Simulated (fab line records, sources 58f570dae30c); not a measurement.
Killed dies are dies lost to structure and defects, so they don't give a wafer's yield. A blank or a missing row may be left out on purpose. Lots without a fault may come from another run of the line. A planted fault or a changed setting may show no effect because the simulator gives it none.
Which tool did it? | flow berkeley_cmos170 | 13 lots, 39 wafers sampled, at 6 steps of a route of 331

WHAT THE GAUGES READ, wafer by wafer
UCB170_ACTIVE_THK_MEAS_03. Usual: ACTIVE_OXIDE_THK 26.3 nm, standard deviation 0.43.
lot  | measured    | on            | ACTIVE_OXIDE_THK (nm) | flag
L352 | day 3 23:04 | film_metro-01 | 25.6 25.2 25.9        |
L353 | day 4 05:56 | film_metro-01 | 27.0 26.6 27.1        |
L358 | day 5 11:05 | film_metro-02 | 26.6 27.1 26.9        |
L361 | day 5 23:59 | film_metro-01 | 26.5 26.7 26.6        |
L362 | day 6 10:18 | film_metro-02 | 26.3 26.5 26.4        |
L363 | day 6 10:19 | film_metro-03 | 25.8 25.9 25.8        |
L364 | day 6 17:46 | film_metro-02 | 26.7 26.8 26.3        |
L367 | day 7 07:20 | film_metro-02 | 25.7 26.2 25.8        |
L368 | day 7 13:26 | film_metro-01 | 26.0 26.3 26.3        |
L371 | day 8 03:58 | film_metro-01 | 25.8 25.9 26.4        |
L372 | day 8 04:01 | film_metro-01 | 26.2 26.2 26.1        |
L373 | day 8 15:07 | film_metro-03 | 26.6 26.7 26.7        |
L374 | day 8 21:28 | film_metro-03 | 26.7 26.5 26.7        |

UCB170_CONTACT_THK_MEAS_02. Usual: CONTACT_PSG_THK 702 nm, standard deviation 6.3.
lot  | measured     | on            | CONTACT_PSG_THK (nm)    | flag
L352 | day 6 19:50  | film_metro-04 | 697 699 700             |
L353 | day 7 04:56  | film_metro-03 | 708 705 715             |
L358 | day 8 18:11  | film_metro-04 | 709 705 713             |
L361 | day 8 21:02  | film_metro-04 | 802 805 798 802 805 799 | OFF
L362 | day 9 02:40  | film_metro-02 | 813 811 812 813 811 812 | OFF
L363 | day 9 06:05  | film_metro-03 | 695 683 687             |
L364 | day 9 21:39  | film_metro-03 | 714 707 708             |
L367 | day 10 07:49 | film_metro-03 | 701 701 700             |
L368 | day 10 19:26 | film_metro-02 | 696 698 698             |
L371 | day 11 16:11 | film_metro-02 | 700 702 704             |
L372 | day 11 15:19 | film_metro-03 | 694 694 696             |
L373 | day 12 00:54 | film_metro-02 | 702 707 703             |
L374 | day 12 14:19 | film_metro-04 | 704 708 701             |

UCB170_V2_OVL_MEAS_13. Usual: V2_OVL 1 nm, standard deviation 6.2.
lot  | measured     | on         | V2_OVL (nm) | flag
L352 | day 7 15:26  | overlay-01 | -3 8 -7     |
L353 | day 7 23:50  | overlay-01 | 11 4 7      |
L358 | day 9 10:15  | overlay-02 | 4 1 2       |
L361 | day 9 18:00  | overlay-01 | 6 8 8       |
L362 | day 9 22:08  | overlay-02 | 8 4 3       |
L363 | day 9 22:26  | overlay-01 | 4 5 9       |
L364 | day 10 14:55 | overlay-01 | 2 -3 -2     |
L367 | day 11 02:46 | overlay-01 | -10 -5 -9   |
L368 | day 11 17:34 | overlay-02 | -12 -15 -10 |
L371 | day 12 12:27 | overlay-02 | 5 2 2       |
L372 | day 12 12:41 | overlay-01 | 0 1 4       |
L373 | day 12 21:50 | overlay-01 | 1 -11 -3    |
L374 | day 13 09:48 | overlay-01 | -2 -9 -12   |

UCB170_M3_BOW_MEAS_20. Usual: M3_BOW 35 um, standard deviation 6.9.
lot  | measured     | on            | M3_BOW (um) | flag
L352 | day 7 18:58  | film_metro-01 | 44 32 34    |
L353 | day 8 03:22  | film_metro-02 | 32 45 23    |
L358 | day 9 13:20  | film_metro-01 | 37 43 48    |
L361 | day 9 20:59  | film_metro-02 | 25 43 28    |
L362 | day 10 01:31 | film_metro-01 | 38 38 26    |
L363 | day 10 01:43 | film_metro-03 | 36 33 27    |
L364 | day 10 18:06 | film_metro-03 | 33 28 46    |
L367 | day 11 05:50 | film_metro-03 | 42 35 26    |
L368 | day 11 20:52 | film_metro-02 | 43 51 42    |
L371 | day 12 17:29 | film_metro-01 | 31 20 39    |
L372 | day 12 17:03 | film_metro-03 | 42 37 40    |
L373 | day 13 01:05 | film_metro-01 | 34 39 26    |
L374 | day 13 13:04 | film_metro-01 | 44 40 40    |

WHICH TOOL RAN EACH LOT (tool, then ch and the chambers of the sampled wafers, then the start)
lot  | UCB170_CONTACT_CVD_01       | UCB170_CONTACT_ETCH_18
L352 | lpcvd-01 ch 0, day 6 18:03  | rie_diel-04 ch 1,2,3, day 7 15:26 or earlier
L353 | lpcvd-02 ch 1, day 7 03:10  | rie_diel-01 ch 1,2,3, day 7 23:50 or earlier
L358 | lpcvd-01 ch 0, day 8 16:23  | rie_diel-01 ch 1,3, day 9 10:15 or earlier
L361 | lpcvd-02 ch 0, day 8 19:13  | rie_diel-01 ch 1,2, day 9 18:00 or earlier
L362 | lpcvd-02 ch 0, day 9 00:53  | rie_diel-04 ch 0,1,3, day 9 22:08 or earlier
L363 | lpcvd-01 ch 0, day 9 02:04  | rie_diel-01 ch 0,1,2, day 9 22:26 or earlier
L364 | lpcvd-01 ch 0, day 9 19:51  | rie_diel-01 ch 0,1,3, day 10 14:55 or earlier
L367 | lpcvd-01 ch 1, day 10 06:02 | rie_diel-01 ch 1,3, day 11 02:46 or earlier
L368 | lpcvd-01 ch 1, day 10 17:39 | rie_diel-01 ch 0,1,3, day 11 17:34 or earlier
L371 | lpcvd-01 ch 0, day 11 14:24 | rie_diel-04 ch 0,1,3, day 12 12:27 or earlier
L372 | lpcvd-02 ch 1, day 11 13:32 | rie_diel-04 ch 2,3, day 12 12:41 or earlier
L373 | lpcvd-01 ch 0, day 11 23:07 | rie_diel-04 ch 1,2, day 12 21:50 or earlier
L374 | lpcvd-01 ch 0, day 12 12:31 | rie_diel-04 ch 0,1,2, day 13 09:48 or earlier
- UCB170_CONTACT_CVD_01: deposits PSG from SiH4/O2/PH3, target thk 700 nm, time 2820 s.
- UCB170_CONTACT_ETCH_18: etches PSG in CHF3/CF4/Ar, stops on TiSi2, target depth 840 nm, time 195 s.

WHAT THE TOOLS THEMSELVES READ (means of the sampled wafers that have a number; where no wafer has one, the mark that the record gives instead)
UCB170_CONTACT_CVD_01. Usual: ph3_flow_sccm 25.00 sccm, standard deviation 0.06; sih4_flow_sccm 60.01 sccm, standard deviation 0.2.
lot  | tool     | ph3_flow_sccm (sccm) | sih4_flow_sccm (sccm) | flag
L352 | lpcvd-01 | 25.06                | 59.82                 |
L353 | lpcvd-02 | 25.01                | 59.90                 |
L358 | lpcvd-01 | 24.94                | 60.23                 |
L361 | lpcvd-02 | 24.97                | 59.90                 |
L362 | lpcvd-02 | 25.01                | 60.04                 |
L363 | lpcvd-01 | 25.08                | 60.17                 |
L364 | lpcvd-01 | 25.01                | 60.13                 |
L367 | lpcvd-01 | 24.92                | 59.82                 |
L368 | lpcvd-01 | 24.95                | 59.91                 |
L371 | lpcvd-01 | 25.00                | 59.70                 |
L372 | lpcvd-02 | 25.00                | 60.03                 |
L373 | lpcvd-01 | 24.94                | 59.90                 |
L374 | lpcvd-01 | 24.98                | 60.22                 |

UCB170_CONTACT_ETCH_18. Usual: drypump_motor_current_A 5.8 A, standard deviation 0.41; oes_product_au 0.894 a.u., standard deviation 0.0096; throttle_valve_pct 6.95 %, standard deviation 0.13.
lot  | tool        | drypump_motor_current_A (A) | oes_product_au (a.u.) | throttle_valve_pct (%) | flag
L352 | rie_diel-04 | 6.0                         | 0.895                 | 7.09                   |
L353 | rie_diel-01 | 5.5                         | 0.897                 | 6.83                   |
L358 | rie_diel-01 | 5.2                         | 0.902                 | 6.85                   |
L361 | rie_diel-01 | 5.7                         | 0.958                 | 6.77                   | OFF
L362 | rie_diel-04 | 6.0                         | 0.982                 | 7.07                   | OFF
L363 | rie_diel-01 | 5.8                         | 0.878                 | 6.86                   |
L364 | rie_diel-01 | 5.5                         | 0.896                 | 6.88                   |
L367 | rie_diel-01 | 5.2                         | 0.888                 | 6.86                   |
L368 | rie_diel-01 | 5.5                         | 0.883                 | 6.89                   |
L371 | rie_diel-04 | 6.0                         | 0.893                 | 7.08                   |
L372 | rie_diel-04 | 6.3                         | 0.898                 | 7.10                   |
L373 | rie_diel-04 | 5.8                         | 0.896                 | 7.09                   |
L374 | rie_diel-04 | 5.9                         | 0.895                 | 7.09                   |

THE ANSWER, worked out from the rows above alone
Rule: a lot is off if the mean of its wafers that have a number lies more than 3 standard deviations from the usual mean. A lot without any number at a reading at which 4 lots or more have one is off too. The other lots that the step has rows for count as sound. The gauges are gone through in route order, then the tools' own readings, and for those a lot's mean is taken as printed above. The first step at which some lot is off is used, and at that step the reading that is off furthest; a lot without a number counts as furthest.
Off: L361, L362, at UCB170_CONTACT_THK_MEAS_02 (CONTACT_PSG_THK).
A tool fits if, at a process step before that reading, it ran every lot that is off, and no sound lot after the first of them. The gauges at UCB170_CONTACT_THK_MEAS_02 aren't tried: what is off there is off at UCB170_CONTACT_ETCH_18 too, on other tools, and a gauge's error can't cause that. None of those tried fits.

WHAT THE SIMULATOR HAD PUT IN
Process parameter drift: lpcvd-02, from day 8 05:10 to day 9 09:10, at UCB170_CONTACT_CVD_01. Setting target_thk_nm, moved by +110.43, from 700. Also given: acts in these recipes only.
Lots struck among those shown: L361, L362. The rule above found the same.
